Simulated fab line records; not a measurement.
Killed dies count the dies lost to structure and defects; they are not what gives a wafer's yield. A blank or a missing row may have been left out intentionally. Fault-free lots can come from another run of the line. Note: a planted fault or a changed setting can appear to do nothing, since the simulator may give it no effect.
Which tool was responsible? / flow ritCmos / route of 202 steps, sampled at 1 step: 14 lots, 42 wafers

== WHAT THE GAUGES READ, wafer by wafer ==
No reading from a measuring or inspecting step in the record can be judged against a usual standard deviation.

== EACH LOT AND THE TOOL THAT RAN IT (in order: tool; ch and the chambers of the sampled wafers; start) ==
lot=L577; RIT_NLDD_STRIP_09=plasmaAsher-02 ch 0,1, day 2 22:08
lot=L578; RIT_NLDD_STRIP_09=plasmaAsher-03 ch 0,1, day 3 08:53
lot=L579; RIT_NLDD_STRIP_09=plasmaAsher-03 ch 1, day 3 12:38
lot=L580; RIT_NLDD_STRIP_09=plasmaAsher-02 ch 1, day 3 15:31
lot=L581; RIT_NLDD_STRIP_09=plasmaAsher-01 ch 0,1, day 3 21:58
lot=L582; RIT_NLDD_STRIP_09=plasmaAsher-02 ch 0,1, day 4 01:27
lot=L583; RIT_NLDD_STRIP_09=plasmaAsher-02 ch 0,1, day 4 06:46
lot=L584; RIT_NLDD_STRIP_09=plasmaAsher-02 ch 0,1, day 4 13:18
lot=L586; RIT_NLDD_STRIP_09=plasmaAsher-01 ch 0,1, day 4 17:53
lot=L587; RIT_NLDD_STRIP_09=plasmaAsher-01 ch 0,1, day 5 02:35
lot=L588; RIT_NLDD_STRIP_09=plasmaAsher-02 ch 1, day 5 08:14
lot=L590; RIT_NLDD_STRIP_09=plasmaAsher-02 ch 0,1, day 5 15:27
lot=L592; RIT_NLDD_STRIP_09=plasmaAsher-02 ch 0,1, day 6 00:37
lot=L599; RIT_NLDD_STRIP_09=plasmaAsher-01 ch 0,1, day 7 13:31
- RIT_NLDD_STRIP_09: strips in O2, time 180 s.

== AS READ BY THE TOOLS THEMSELVES (means over the sampled wafers that have a number; for cases with no such wafer, the mark the record gives instead) ==
RIT_NLDD_STRIP_09.
lot=L577; tool=plasmaAsher-02; chamberPressureMTorr (mTorr)=4000; drypumpMotorCurrentA (A)=5.89; o2FlowSccm (sccm)=4002
lot=L578; tool=plasmaAsher-03; chamberPressureMTorr (mTorr)=3998; drypumpMotorCurrentA (A)=6.17; o2FlowSccm (sccm)=3995
lot=L579; tool=plasmaAsher-03; chamberPressureMTorr (mTorr)=4003; drypumpMotorCurrentA (A)=6.29; o2FlowSccm (sccm)=3997
lot=L580; tool=plasmaAsher-02; chamberPressureMTorr (mTorr)=4001; drypumpMotorCurrentA (A)=5.86; o2FlowSccm (sccm)=3989
lot=L581; tool=plasmaAsher-01; chamberPressureMTorr (mTorr)=4000; drypumpMotorCurrentA (A)=5.75; o2FlowSccm (sccm)=4016
lot=L582; tool=plasmaAsher-02; chamberPressureMTorr (mTorr)=3996; drypumpMotorCurrentA (A)=5.89; o2FlowSccm (sccm)=3996
lot=L583; tool=plasmaAsher-02; chamberPressureMTorr (mTorr)=3998; drypumpMotorCurrentA (A)=5.93; o2FlowSccm (sccm)=4012
lot=L584; tool=plasmaAsher-02; chamberPressureMTorr (mTorr)=3996; drypumpMotorCurrentA (A)=5.90; o2FlowSccm (sccm)=3985
lot=L586; tool=plasmaAsher-01; chamberPressureMTorr (mTorr)=4001; drypumpMotorCurrentA (A)=5.73; o2FlowSccm (sccm)=4010
lot=L587; tool=plasmaAsher-01; chamberPressureMTorr (mTorr)=4000; drypumpMotorCurrentA (A)=5.88; o2FlowSccm (sccm)=3996
lot=L588; tool=plasmaAsher-02; chamberPressureMTorr (mTorr)=4000; drypumpMotorCurrentA (A)=5.86; o2FlowSccm (sccm)=4005
lot=L590; tool=plasmaAsher-02; chamberPressureMTorr (mTorr)=3330; drypumpMotorCurrentA (A)=5.94; o2FlowSccm (sccm)=3992
lot=L592; tool=plasmaAsher-02; chamberPressureMTorr (mTorr)=3333; drypumpMotorCurrentA (A)=5.92; o2FlowSccm (sccm)=4004
lot=L599; tool=plasmaAsher-01; chamberPressureMTorr (mTorr)=4000; drypumpMotorCurrentA (A)=5.73; o2FlowSccm (sccm)=4001

== THE ANSWER, worked out from the rows above alone ==
Rule: usual is defined by the lots themselves. The widest of any qualifying gaps counts: lots, ordered by their means at a reading, are off when they make up no more than a third of the lots, leave a main group of 4 or more, and stand apart from it by 3 or more times the standard deviation of that group's means. Not used: any main group whose means are identical at the precision the tables above print for the reading. A lot without any number at a reading at which 4 lots or more have one is off too. Any other lot the step has rows for is counted as sound. Order of review: gauges by route order, followed by the tools' own readings, for which a lot's mean as printed above is used. At the first step where some lot is off, the reading lying furthest off is the one used; lots without a number count as furthest.
Off at RIT_NLDD_STRIP_09 (chamberPressureMTorr): L590, L592. Main group: mean 3999 mTorr, sd 2.
A tool fits if, at that step or a process step before it, it ran every lot that is off, and no sound lot after the first of them. One fits: plasmaAsher-02 at RIT_NLDD_STRIP_09. A fault onset in the window from L588 (day 5 08:14, its last sound lot) to L590 (day 5 15:27, its first lot off) fits.
The tool's own readings at RIT_NLDD_STRIP_09 bear it out: on the lots that are off they differ by more than 5 times the standard deviation of the sound lots' means. chamberPressureMTorr reads 3332 mTorr there against 3999 mTorr on the sound lots.

== WHAT THE SIMULATOR HAD INSERTED ==
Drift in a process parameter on plasmaAsher-02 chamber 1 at RIT_NLDD_STRIP_09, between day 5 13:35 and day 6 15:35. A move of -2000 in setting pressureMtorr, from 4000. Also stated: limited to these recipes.
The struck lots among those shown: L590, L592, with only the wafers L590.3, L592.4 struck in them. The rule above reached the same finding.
